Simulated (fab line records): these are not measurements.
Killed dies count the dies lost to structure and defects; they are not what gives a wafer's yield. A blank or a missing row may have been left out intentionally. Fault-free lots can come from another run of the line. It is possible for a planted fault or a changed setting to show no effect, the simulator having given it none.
Shared-tool check	flow berkeley_cmos170	37 wafers sampled across 13 lots

WHAT PROMPTED THE OPENING
At UCB170_M3_RS_MEAS_02 the reading M3_AL_RS is flagged on 1 of 13 lots. Fault-free wafers read 0.0322 ohm/sq, with a standard deviation of 0.00042.
Rule: a lot is flagged when every wafer of it that has a number lies more than 4 standard deviations from that mean, or none has a number. All remaining lots are regarded as sound.

lot	measured	on	M3_AL_RS (ohm/sq), wafer by wafer	flag
L618	day 9 04:00	film_metro-03	0.0323 0.0322 0.0324	
L617	day 9 06:41	film_metro-02	0.0326 0.0329 0.0327	
L622	day 10 05:52	film_metro-02	0.0316 0.0322 0.0317	
L625	day 10 17:51	film_metro-03	0.0318 0.0317 0.0315	
L624	day 10 20:30	film_metro-03	0.0355	FLAGGED
L626	day 11 10:35	film_metro-04	0.0323 0.0325 0.0325	
L629	day 11 11:52	film_metro-04	0.0323 0.0317 0.0324	
L631	day 11 19:28	film_metro-03	0.0325 0.0317 0.0326	
L630	day 12 00:08	film_metro-04	0.0322 0.0327 0.0320	
L633	day 12 06:32	film_metro-03	0.0325 0.0319 0.0320	
L635	day 12 21:19	film_metro-02	0.0324 0.0323 0.0319	
L639	day 13 06:29	film_metro-02	0.0329 0.0323 0.0327	
L637	day 13 06:41	film_metro-03	0.0318 0.0320 0.0323	
The numbers of the flagged lots are 0.0355 ohm/sq on average: +0.0033 ohm/sq against the usual, or +8 standard deviations.

TOOL THAT RAN EACH LOT
The record holds 2 process steps before the reading, out of a route of 331 steps. Cell contents, in order: the tool; ch with the chambers the sampled wafers went through; the start.
lot	flag	UCB170_M2_STRIP_19	UCB170_M3_SPUTTER_01
L618		plasma_asher-01 ch 0,1, day 9 01:13	pvd_sputter-02, day 9 03:53
L617		plasma_asher-02 ch 0,1, day 9 02:52	pvd_sputter-04, day 9 06:33
L622		plasma_asher-02 ch 0,1, day 10 03:06	pvd_sputter-02, day 10 05:47
L625		plasma_asher-04 ch 0,1, day 10 15:12	pvd_sputter-03, day 10 17:43
L624	FLAGGED	plasma_asher-01 ch 0, day 10 16:42	pvd_sputter-04, day 10 20:22
L626		plasma_asher-04 ch 0,1, day 11 07:44	pvd_sputter-03, day 11 10:28
L629		plasma_asher-01 ch 0,1, day 11 08:47	pvd_sputter-03, day 11 11:47
L631		plasma_asher-01 ch 0,1, day 11 16:09	pvd_sputter-03, day 11 19:22
L630		plasma_asher-01 ch 0,1, day 11 17:10	pvd_sputter-02, day 12 00:02
L633		plasma_asher-02 ch 0,1, day 12 03:45	pvd_sputter-02, day 12 06:26
L635		plasma_asher-01 ch 0,1, day 12 17:34	pvd_sputter-03, day 12 21:12
L639		plasma_asher-01 ch 0,1, day 13 02:56	pvd_sputter-02, day 13 06:21
L637		plasma_asher-04 ch 0,1, day 13 03:20	pvd_sputter-03, day 13 06:35
What is done by these steps:
- UCB170_M2_STRIP_19: strips in O2.
- UCB170_M3_SPUTTER_01: material Al, target thk 900 nm, time 120 s.
- UCB170_M3_RS_MEAS_02: measures by four-point-probe.

FLAGGED AGAINST TOTAL, ONE TOOL AT A TIME (gauges that did the reading follow at the end)
step	tool	lots run	flagged	share of the flagged lots	sound lots run after its first flagged lot
UCB170_M2_STRIP_19	plasma_asher-01	7	1	all	5 (L629,L631,L630,L635,L639)
UCB170_M2_STRIP_19	plasma_asher-02	3	0	none	-
UCB170_M2_STRIP_19	plasma_asher-04	3	0	none	-
UCB170_M3_SPUTTER_01	pvd_sputter-02	5	0	none	-
UCB170_M3_SPUTTER_01	pvd_sputter-03	6	0	none	-
UCB170_M3_SPUTTER_01	pvd_sputter-04	2	1	all	0
UCB170_M3_RS_MEAS_02	film_metro-02	4	0	none	-
UCB170_M3_RS_MEAS_02	film_metro-03	6	1	all	3 (L631,L633,L637)
UCB170_M3_RS_MEAS_02	film_metro-04	3	0	none	-

WHAT THE TABLE ALLOWS
Rows of the table that ran every flagged lot, 3 in all: plasma_asher-01 at UCB170_M2_STRIP_19, pvd_sputter-04 at UCB170_M3_SPUTTER_01, film_metro-03 at UCB170_M3_RS_MEAS_02.
- plasma_asher-01 at UCB170_M2_STRIP_19 ran 7 lots, 1 of them flagged. Sound lots followed the first flagged one (L629, L631, L630, L635, L639) on it, something a lasting fault affecting the whole tool could not allow.
- pvd_sputter-04 at UCB170_M3_SPUTTER_01 ran 2 lots, 1 of them flagged. A fault beginning between L617 (day 9 06:33), its last sound lot, and L624 (day 10 20:22), its first flagged one, fits the data.
- film_metro-03 at UCB170_M3_RS_MEAS_02 ran 6 lots, 1 of them flagged. Sound lots followed the first flagged one (L631, L633, L637) on it, something a lasting fault affecting the whole tool could not allow.
Left over: one tool, pvd_sputter-04 at UCB170_M3_SPUTTER_01.

WHAT HAD BEEN PUT IN BY THE SIMULATOR
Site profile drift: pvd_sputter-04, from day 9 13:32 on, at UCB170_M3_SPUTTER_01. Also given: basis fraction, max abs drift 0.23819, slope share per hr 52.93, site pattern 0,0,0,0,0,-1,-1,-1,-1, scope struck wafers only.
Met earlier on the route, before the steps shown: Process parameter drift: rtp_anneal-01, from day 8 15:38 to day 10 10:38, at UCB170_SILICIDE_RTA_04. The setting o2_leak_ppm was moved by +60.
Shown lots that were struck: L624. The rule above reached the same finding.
